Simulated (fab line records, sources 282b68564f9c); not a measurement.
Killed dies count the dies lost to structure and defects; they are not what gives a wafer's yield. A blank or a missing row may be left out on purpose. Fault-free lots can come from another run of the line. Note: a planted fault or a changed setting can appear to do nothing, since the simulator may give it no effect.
Comparing a struck lot with a sound one -- flow rit_cmos -- 14 out of 202 route steps
Sound: wafers L736.2, L736.5, L736.6. Wafers struck: L739.2, L739.3, L739.4. At the end, the cause is stated.
Order at every step that has rows: each side's tool, ch and its chambers, its first start. Under that, the readings that differ: sound wafers -- struck wafers -- difference of the means -- sigmas: that difference in standard deviations of wafers without a fault.
alike: same words and numbers on both sides, and readings whose means sit less than 2 such deviations apart. not compared: any withheld reading, any reading some wafer has no value for, any bound like >300 that may hide the same value, and any number with overlapping values for which the record gives no deviation.
A row with sigmas, a row that says differs or no value, or rows on one side alone: a step with any of these is where the two part. When numbers do not overlap yet have no deviation, they are printed without sigmas and do not part them. A reading missing from all wafers of one side parts the sides only when that side holds two or more wafers.

RIT_SILICIDE_SPUTTER_01: material Ti, target thk 30 nm, time 240 s.
  sound on pvd_sputter-02 at day 5 18:49; struck on pvd_sputter-04 at day 6 09:37
  alike: throttle_valve_pct
RIT_SILICIDE_RS_MEAS_02: uses a four-point probe to measure.
  sound on film_metro-01 at day 5 18:59; struck on film_metro-04 at day 6 09:47
  alike: SILICIDE_TI_RS
RIT_SILICIDE_THK_MEAS_03: measures by xrf.
  sound on film_metro-01 at day 5 19:05; struck on film_metro-04 at day 6 09:54
  alike: SILICIDE_TI_THK
RIT_SILICIDE_RTA_04: time 10 s, ramp up 5 s, ramp down 5 s.
  sound on rtp_anneal-01 ch 0, day 5 19:09; struck on rtp_anneal-01 ch 0, day 6 09:58
  alike: anneal_temp_c_max, wafer_temp_C_max
then, 1 step without rows for these wafers: RIT_SILICIDE_WET_ETCH_05 (etches Ti in SPM, time 120 s).
RIT_SILICIDE_RTA_06: time 10 s, ramp up 5 s, ramp down 10 s.
  sound on rtp_anneal-01 ch 0, day 5 19:16; struck on rtp_anneal-02 ch 0, day 6 10:04
  alike: anneal_temp_c_max, wafer_temp_C_max
RIT_CONTACT_CVD_00: deposits SiO2 from TEOS, target thk 400 nm, time 61 s.
  sound on pecvd-03 ch 0,1, day 5 19:19; struck on pecvd-03 ch 0,1,2, day 6 10:08
  alike: heater_power_w
RIT_CONTACT_THK_MEAS_01:
  sound on film_metro-02 at day 5 19:23; struck on film_metro-04 at day 6 10:11
  alike: CONTACT_TEOS_THK
then, 4 steps without rows for these wafers: RIT_CONTACT_HMDS_02 (prime time 60 s); RIT_CONTACT_COAT_03 (resist thk 1000 nm); RIT_CONTACT_SOFTBAKE_04 (time 60 s); RIT_CONTACT_EXPOSE_05 (exposes mask M11, target cd 1000 nm).
RIT_CONTACT_PEB_06:
  sound on litho_track-01 ch 0, day 6 00:28; struck on litho_track-03, day 6 10:52
reading,sound,struck,difference,sigmas
exhaust_pa (Pa),45.1 44.9 45.6,- - -,no value on the struck wafers,
  not compared: chill_plate_temp_C
then, 1 step without rows for these wafers: RIT_CONTACT_DEVELOP_07 (develop time 120 s).

WHERE THEY PART
At RIT_CONTACT_PEB_06 and nowhere else, as far as this record goes.

WHY: what the simulator had put in
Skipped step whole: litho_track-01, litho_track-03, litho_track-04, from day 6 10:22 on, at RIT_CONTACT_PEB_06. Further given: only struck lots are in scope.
